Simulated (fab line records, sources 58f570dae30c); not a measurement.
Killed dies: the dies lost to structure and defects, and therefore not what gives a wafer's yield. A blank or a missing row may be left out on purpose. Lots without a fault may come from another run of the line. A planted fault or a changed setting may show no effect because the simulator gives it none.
Which tool was responsible?	flow berkeley cmos170	39 wafers from 13 lots sampled at 5 of the route's 331 steps

WHAT EACH GAUGE READ, for each wafer
UCB170_NSD_CD_MEAS_06 targets a cd of 1200 nm.
lot	measured	on	cd nm (nm)
L897	day 7 06:58	cd sem-01	1198.7 1197.9 1197.3
L899	day 7 09:02	cd sem-02	1200.1 1199.3 1199.3
L898	day 7 09:19	cd sem-01	1201.7 1200.3 1202.4
L900	day 7 15:14	cd sem-02	1198.0 1199.5 1198.6
L902	day 8 05:54	cd sem-02	1200.1 1200.2 1200.0
L901	day 8 06:35	cd sem-02	1197.4 1198.6 1198.4
L909	day 9 03:13	cd sem-01	1201.4 1200.9 1202.1
L906	day 9 03:28	cd sem-01	1199.7 1199.0 1199.5
L912	day 9 20:29	cd sem-01	1199.4 1200.1 1198.7
L914	day 10 08:14	cd sem-02	1201.4 1201.2 1201.5
L913	day 10 08:19	cd sem-01	1200.5 1199.5 1199.5
L918	day 10 18:10	cd sem-02	1202.3 1202.5 1201.5
L919	day 11 07:59	cd sem-02	1199.9 1200.1 1199.1

UCB170_V1_THK_MEAS_01.
lot	measured	on	V1_TEOS_THK (nm)
L897	day 7 19:21	film metro-03	2028 2032 2033
L899	day 8 00:47	film metro-02	1979 2032 1998
L898	day 8 00:47	film metro-01	2031 2012 2054
L900	day 8 05:23	film metro-03	1975 2011 2062
L902	day 8 22:29	film metro-03	1987 2059 2006
L901	day 8 22:29	film metro-02	2023 1975 2050
L909	day 9 16:37	film metro-03	1965 2043 2008
L906	day 9 17:50	film metro-02	1997 1991 1826
L912	day 10 09:48	film metro-03	1996 1970 1984
L914	day 10 21:17	film metro-02	2005 2065 2055
L913	day 10 21:17	film metro-03	2003 1973 2011
L918	day 11 08:20	film metro-02	2031 2064 2009
L919	day 11 23:02	film metro-01	1966 1980 1993

UCB170_V1_CD_MEAS_12 targets a cd of 700 nm.
lot	measured	on	cd nm (nm)
L897	day 7 21:16	cd sem-01	701.7 701.7 700.7
L899	day 8 03:15	cd sem-02	700.9 700.9 700.7
L898	day 8 04:52	cd sem-01	697.8 698.1 697.6
L900	day 8 07:20	cd sem-02	698.6 696.8 698.1
L902	day 9 01:18	cd sem-02	698.8 700.0 697.4
L901	day 9 01:20	cd sem-01	700.7 698.0 699.5
L909	day 9 19:53	cd sem-01	698.4 699.3 698.5
L906	day 9 21:23	cd sem-02	699.9 698.5 699.5
L912	day 10 11:38	cd sem-02	700.2 699.9 700.7
L914	day 10 23:40	cd sem-02	700.6 698.9 700.8
L913	day 10 23:29	cd sem-01	699.7 700.2 699.2
L918	day 11 11:27	cd sem-02	701.4 701.5 701.5
L919	day 12 00:43	cd sem-02	699.4 699.9 700.4

WHICH TOOL RAN EACH LOT (tool, then ch and the chambers of the sampled wafers, then the start)
lot	UCB170_CONTACT_STRIP_06	UCB170_V1_CVD_00
L897	plasma asher-04 ch 0,1, day 7 12:10	pecvd-04 ch 0,1,2, day 7 19:12
L899	plasma asher-03 ch 0,1, day 7 14:54	pecvd-01 ch 1,2, day 8 00:38
L898	plasma asher-04 ch 0,1, day 7 15:19	pecvd-04 ch 0,1,2, day 8 00:38
L900	plasma asher-03 ch 0,1, day 7 20:44	pecvd-02 ch 0,1, day 8 05:14
L902	plasma asher-03 ch 0,1, day 8 11:08	pecvd-02 ch 0,1,2, day 8 22:20
L901	plasma asher-01 ch 1, day 8 15:29	pecvd-01 ch 1,2, day 8 22:20
L909	plasma asher-01 ch 1, day 9 09:46	pecvd-02 ch 0,1, day 9 16:27
L906	plasma asher-04 ch 0,1, day 9 09:48	pecvd-01 ch 0,1,2, day 9 17:41
L912	plasma asher-04 ch 0,1, day 10 02:07	pecvd-04 ch 0,1,2, day 10 09:38
L914	plasma asher-04 ch 0,1, day 10 13:52	pecvd-04 ch 0,1, day 10 21:08
L913	plasma asher-03 ch 0,1, day 10 13:52	pecvd-02 ch 0,1,2, day 10 21:08
L918	plasma asher-03 ch 0,1, day 11 00:43	pecvd-04 ch 0,1,2, day 11 08:13
L919	plasma asher-01 ch 0,1, day 11 13:39	pecvd-02 ch 1,2, day 11 22:52
- UCB170_CONTACT_STRIP_06: strips in O2.
- UCB170_V1_CVD_00: deposits SiO2 from TEOS/O2, target thk 2000 nm, time 250 s.

WHAT THE TOOLS THEMSELVES READ (means of the sampled wafers that have a number; where no wafer has one, the mark that the record gives instead)
UCB170_CONTACT_STRIP_06.
lot	tool	drypump motor current A (A)	oes product au (a.u.)	strip time to endpoint s (s)
L897	plasma asher-04	5.3	0.736	22.08
L899	plasma asher-03	6.1	0.732	22.04
L898	plasma asher-04	5.2	0.734	22.01
L900	plasma asher-03	6.0	0.735	22.08
L902	plasma asher-03	6.1	0.734	21.97
L901	plasma asher-01	5.7	0.731	21.91
L909	plasma asher-01	5.6	0.728	22.01
L906	plasma asher-04	5.3	0.737	21.94
L912	plasma asher-04	5.3	0.738	21.93
L914	plasma asher-04	5.4	0.735	22.11
L913	plasma asher-03	6.0	0.733	22.00
L918	plasma asher-03	6.0	0.734	21.92
L919	plasma asher-01	5.5	0.736	22.10

UCB170_V1_CVD_00.
lot	tool	heater power w (W)
L897	pecvd-04	237
L899	pecvd-01	257
L898	pecvd-04	248
L900	pecvd-02	222
L902	pecvd-02	209
L901	pecvd-01	238
L909	pecvd-02	252
L906	pecvd-01	213
L912	pecvd-04	223
L914	pecvd-04	200
L913	pecvd-02	266
L918	pecvd-04	198
L919	pecvd-02	224

THE ANSWER, worked out from the rows above alone
Rule: the lots themselves supply what counts as usual. Put in order of their means at a reading, lots are off if they are a third of the lots or fewer, leave a main group of 4 or more, and stand apart from it by a gap of 3 or more times the standard deviation of the main group's means; of several such gaps the widest counts. The tables above print the reading to a certain number of digits; a main group whose means all agree to those digits is not used. A lot without any number at a reading at which 4 lots or more have one is off too. Where the step has rows for the other lots, those lots are counted as sound. Order of review: gauges by route order, followed by the tools' own readings, for which a lot's mean as printed above is used. At the first step where some lot is off, the reading lying furthest off is the one used; lots without a number count as furthest.
No lot is off on any of the readings shown, so nothing can be concluded from this.

WHAT THE SIMULATOR HAD INSERTED
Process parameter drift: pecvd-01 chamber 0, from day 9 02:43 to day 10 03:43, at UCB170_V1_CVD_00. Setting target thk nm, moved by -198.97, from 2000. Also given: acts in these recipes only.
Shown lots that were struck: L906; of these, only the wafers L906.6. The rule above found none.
